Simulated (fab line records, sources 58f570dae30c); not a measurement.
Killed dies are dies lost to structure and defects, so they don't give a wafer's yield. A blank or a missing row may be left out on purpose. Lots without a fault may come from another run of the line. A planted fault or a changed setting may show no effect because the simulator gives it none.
Which tool did it? | flow berkeley_cmos170 | 15 lots, 45 wafers sampled, at 5 steps of a route of 331

WHAT THE GAUGES READ, wafer by wafer
UCB170_NWELL_TW_MEAS_16. Usual: NWELL_TW 1253, standard deviation 7.1.
lot  | measured    | on            | NWELL_TW       | flag
L634 | day 2 20:56 | film_metro-02 | 1240 1248 1241 |
L635 | day 3 00:05 | film_metro-03 | 1257 1258 1260 |
L639 | day 3 18:17 | film_metro-01 | 1253 1257 1252 |
L640 | day 4 05:20 | film_metro-01 | 1247 1249 1248 |
L641 | day 4 05:36 | film_metro-02 | 1349 1343 1347 | OFF
L642 | day 4 11:14 | film_metro-01 | 1355 1357 1354 | OFF
L644 | day 5 00:54 | film_metro-01 | 1371 1369 1369 | OFF
L646 | day 5 05:28 | film_metro-03 | 1252 1255 1261 |
L647 | day 5 05:38 | film_metro-02 | 1247 1245 1244 |
L648 | day 5 05:47 | film_metro-01 | 1257 1248 1254 |
L649 | day 5 15:38 | film_metro-03 | 1248 1256 1255 |
L650 | day 6 02:04 | film_metro-01 | 1246 1250 1250 |
L652 | day 6 08:02 | film_metro-03 | 1255 1266 1256 |
L653 | day 6 16:26 | film_metro-03 | 1259 1265 1259 |
L656 | day 7 02:04 | film_metro-01 | 1255 1256 1245 |

UCB170_PFIELD_OVL_MEAS_06. Usual: PFIELD_OVL -1 nm, standard deviation 4.6.
lot  | measured    | on         | PFIELD_OVL (nm) | flag
L634 | day 5 07:01 | overlay-01 | -4 -9 -3        |
L635 | day 5 06:45 | overlay-02 | -3 -7 -5        |
L639 | day 6 06:32 | overlay-01 | 4 2 2           |
L640 | day 6 12:14 | overlay-01 | 4 0 4           |
L641 | day 6 12:31 | overlay-01 | 1 -4 2          |
L642 | day 6 11:41 | overlay-02 | 4 -5 1          |
L644 | day 7 07:31 | overlay-02 | 5 5 4           |
L646 | day 7 11:26 | overlay-01 | 4 -7 1          |
L647 | day 7 07:36 | overlay-01 | -5 -5 -12       |
L648 | day 7 07:20 | overlay-02 | -5 1 0          |
L649 | day 7 12:29 | overlay-01 | 4 3 0           |
L650 | day 8 06:59 | overlay-01 | 1 1 2           |
L652 | day 8 06:38 | overlay-01 | -4 1 1          |
L653 | day 8 20:10 | overlay-01 | -1 -7 -5        |
L656 | day 9 03:48 | overlay-02 | 0 -1 2          |

UCB170_M2_CD_MEAS_15: target cd 700 nm. Usual: cd_nm 700.0 nm, standard deviation 1.7.
lot  | measured     | on        | cd_nm (nm)        | flag
L634 | day 8 12:12  | cd_sem-01 | 698.9 698.7 699.4 |
L635 | day 8 11:10  | cd_sem-02 | 697.5 697.7 697.5 |
L639 | day 9 05:31  | cd_sem-02 | 700.0 700.5 700.3 |
L640 | day 9 18:49  | cd_sem-01 | 699.6 700.3 700.7 |
L641 | day 9 18:35  | cd_sem-02 | 697.8 698.6 698.2 |
L642 | day 9 18:20  | cd_sem-02 | 699.3 699.7 699.1 |
L644 | day 11 04:49 | cd_sem-02 | 696.1 695.7 697.9 |
L646 | day 11 01:51 | cd_sem-01 | 698.3 698.4 698.6 |
L647 | day 11 04:54 | cd_sem-02 | 702.4 704.8 703.1 |
L648 | day 10 22:06 | cd_sem-02 | 701.2 701.2 701.4 |
L649 | day 10 22:22 | cd_sem-02 | 700.7 699.9 700.3 |
L650 | day 11 18:45 | cd_sem-01 | 700.1 700.8 699.5 |
L652 | day 11 19:52 | cd_sem-01 | 700.3 701.9 701.3 |
L653 | day 12 06:42 | cd_sem-02 | 703.8 701.5 703.0 |
L656 | day 12 16:56 | cd_sem-02 | 698.4 698.3 697.3 |

WHICH TOOL RAN EACH LOT (tool, then ch and the chambers of the sampled wafers, then the start)
lot  | UCB170_NWELL_IMPLANT_14        | UCB170_CONTACT_STRIP_06
L634 | implanter-04 ch 0, day 2 20:39 | plasma_asher-02 ch 0,1, day 7 23:21
L635 | implanter-01 ch 0, day 2 23:52 | plasma_asher-01 ch 0,1, day 7 23:07
L639 | implanter-04 ch 0, day 3 18:04 | plasma_asher-02 ch 0,1, day 8 18:05
L640 | implanter-02 ch 0, day 4 05:05 | plasma_asher-03 ch 0,1, day 9 05:25
L641 | implanter-04 ch 0, day 4 05:21 | plasma_asher-01 ch 0,1, day 9 03:44
L642 | implanter-04 ch 0, day 4 11:01 | plasma_asher-02 ch 0,1, day 9 05:24
L644 | implanter-04 ch 0, day 5 00:41 | plasma_asher-02 ch 0,1, day 10 10:28
L646 | implanter-02 ch 0, day 5 05:14 | plasma_asher-03 ch 0,1, day 10 10:13
L647 | implanter-02 ch 0, day 5 05:23 | plasma_asher-03 ch 0,1, day 10 10:40
L648 | implanter-01 ch 0, day 5 05:33 | plasma_asher-02 ch 0,1, day 10 08:13
L649 | implanter-02 ch 0, day 5 15:25 | plasma_asher-03 ch 0,1, day 10 08:29
L650 | implanter-02 ch 0, day 6 01:49 | plasma_asher-02 ch 0,1, day 11 07:20
L652 | implanter-02 ch 0, day 6 07:47 | plasma_asher-02 ch 0,1, day 11 08:43
L653 | implanter-02 ch 0, day 6 16:12 | plasma_asher-01 ch 0,1, day 11 20:45
L656 | implanter-01 ch 0, day 7 01:49 | plasma_asher-02 ch 1, day 12 07:34
- UCB170_NWELL_IMPLANT_14
- UCB170_CONTACT_STRIP_06: strips in O2.

WHAT THE TOOLS THEMSELVES READ (means of the sampled wafers that have a number; where no wafer has one, the mark that the record gives instead)
UCB170_NWELL_IMPLANT_14. Usual: dose_ions_cm2 1.0003e+13, standard deviation 9.4e+09; faraday_current_uA 31.8, standard deviation 0.56.
lot  | tool         | dose_ions_cm2 | faraday_current_uA | flag
L634 | implanter-04 | 1.0003e+13    | 31.2               |
L635 | implanter-01 | 1.0006e+13    | 32.0               |
L639 | implanter-04 | 1.0008e+13    | 32.0               |
L640 | implanter-02 | 1.0001e+13    | 31.9               |
L641 | implanter-04 | 1.3015e+13    | 41.7               | OFF
L642 | implanter-04 | 1.2995e+13    | 41.5               | OFF
L644 | implanter-04 | 1.2993e+13    | 41.0               | OFF
L646 | implanter-02 | 1.0007e+13    | 31.4               |
L647 | implanter-02 | 9.9937e+12    | 32.0               |
L648 | implanter-01 | 9.9927e+12    | 31.9               |
L649 | implanter-02 | 1.0008e+13    | 31.8               |
L650 | implanter-02 | 9.9990e+12    | 31.3               |
L652 | implanter-02 | 1.0003e+13    | 31.9               |
L653 | implanter-02 | 1.0003e+13    | 31.8               |
L656 | implanter-01 | 1.0005e+13    | 31.5               |

UCB170_CONTACT_STRIP_06. Usual: drypump_motor_current_A 5.9 A, standard deviation 0.51; oes_product_au 0.735 a.u., standard deviation 0.0044; strip_time_to_endpoint_s 21.96 s, standard deviation 0.062.
lot  | tool            | drypump_motor_current_A (A) | oes_product_au (a.u.) | strip_time_to_endpoint_s (s) | flag
L634 | plasma_asher-02 | 5.4                         | 0.734                 | 21.86                        |
L635 | plasma_asher-01 | 5.8                         | 0.732                 | 21.98                        |
L639 | plasma_asher-02 | 5.4                         | 0.732                 | 22.05                        |
L640 | plasma_asher-03 | 6.2                         | 0.733                 | 21.96                        |
L641 | plasma_asher-01 | 5.8                         | 0.737                 | 22.05                        |
L642 | plasma_asher-02 | 5.4                         | 0.733                 | 21.90                        |
L644 | plasma_asher-02 | 5.8                         | 0.735                 | 21.94                        |
L646 | plasma_asher-03 | 6.2                         | 0.732                 | 22.00                        |
L647 | plasma_asher-03 | 6.4                         | 0.736                 | 22.00                        |
L648 | plasma_asher-02 | 5.8                         | 0.735                 | 22.06                        |
L649 | plasma_asher-03 | 6.2                         | 0.733                 | 21.89                        |
L650 | plasma_asher-02 | 5.8                         | 0.736                 | 22.00                        |
L652 | plasma_asher-02 | 5.9                         | 0.737                 | 21.99                        |
L653 | plasma_asher-01 | 5.8                         | 0.740                 | 21.99                        |
L656 | plasma_asher-02 | 5.0                         | 0.733                 | 22.00                        |

THE ANSWER, worked out from the rows above alone
Rule: a lot is off if the mean of its wafers that have a number lies more than 3 standard deviations from the usual mean. A lot without any number at a reading at which 4 lots or more have one is off too. The other lots that the step has rows for count as sound. The gauges are gone through in route order, then the tools' own readings, and for those a lot's mean is taken as printed above. The first step at which some lot is off is used, and at that step the reading that is off furthest; a lot without a number counts as furthest.
Off: L641, L642, L644, at UCB170_NWELL_TW_MEAS_16 (NWELL_TW).
A tool fits if, at a process step before that reading, it ran every lot that is off, and no sound lot after the first of them. The gauges at UCB170_NWELL_TW_MEAS_16 aren't tried: what is off there is off at UCB170_NWELL_IMPLANT_14 too, on other tools, and a gauge's error can't cause that. One fits: implanter-04 at UCB170_NWELL_IMPLANT_14. Its last sound lot is L639 (day 3 18:04), its first lot that is off L641 (day 4 05:21): a fault that began between those two fits.
The tool's own readings at UCB170_NWELL_IMPLANT_14 bear it out: on the lots that are off they differ by more than 5 times the standard deviation of the sound lots' means. dose_ions_cm2 reads 1.3001e+13 there against 1.0002e+13 on the sound lots; faraday_current_uA reads 41.4 there against 31.7 on the sound lots.

WHAT THE SIMULATOR HAD PUT IN
Process parameter drift: implanter-04, from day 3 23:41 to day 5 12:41, at UCB170_NWELL_IMPLANT_14. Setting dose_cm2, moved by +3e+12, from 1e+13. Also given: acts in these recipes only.
Lots struck among those shown: L641, L642, L644. The rule above found the same.
